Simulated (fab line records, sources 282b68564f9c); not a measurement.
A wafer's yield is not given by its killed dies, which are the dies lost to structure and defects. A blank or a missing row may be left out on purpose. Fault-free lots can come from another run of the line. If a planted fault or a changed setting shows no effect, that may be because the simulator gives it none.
The tool behind it: which one? :: flow rit-cmos :: at 1 step of a route of 202, 7 lots with 21 wafers sampled

WHAT THE GAUGES READ, wafer by wafer
RIT_SDANNEAL_RS_MEAS_07: the measuring method here is four-point-probe.
lot: L961
measured: day 4 03:44
on: film-metro-03
NLDD_RS (ohm/sq): 152.2 152.3 152.7

lot: L963
measured: day 4 19:41
on: film-metro-01
NLDD_RS (ohm/sq): 151.1 151.6 152.0

lot: L965
measured: day 5 03:32
on: film-metro-01
NLDD_RS (ohm/sq): 151.9 152.0 151.5

lot: L967
measured: day 5 11:55
on: film-metro-03
NLDD_RS (ohm/sq): 151.8 151.8 152.6

lot: L973
measured: day 6 15:28
on: film-metro-02
NLDD_RS (ohm/sq): 151.7 151.7 151.6

lot: L976
measured: day 7 05:39
on: film-metro-02
NLDD_RS (ohm/sq): 151.8 151.8 152.1

lot: L979
measured: day 7 20:31
on: film-metro-03
NLDD_RS (ohm/sq): 151.3 151.2 151.7

TOOL THAT RAN EACH LOT (tool first, then ch and the chambers of the sampled wafers, then the start)
No process step before these readings appears in the record.

THE ANSWER, worked out from the rows above alone
Rule: usual is defined by the lots themselves. The widest of any qualifying gaps counts: lots, ordered by their means at a reading, are off when they make up no more than a third of the lots, leave a main group of 4 or more, and stand apart from it by 3 or more times the standard deviation of that group's means. If all means in a main group match to the digits the tables above print for the reading, that group is not used. A lot without any number at a reading at which 4 lots or more have one is off too. Where the step has rows for the other lots, those lots are counted as sound.
No lot is off at any reading shown: from this, nothing can be told.

WHAT THE SIMULATOR PUT IN
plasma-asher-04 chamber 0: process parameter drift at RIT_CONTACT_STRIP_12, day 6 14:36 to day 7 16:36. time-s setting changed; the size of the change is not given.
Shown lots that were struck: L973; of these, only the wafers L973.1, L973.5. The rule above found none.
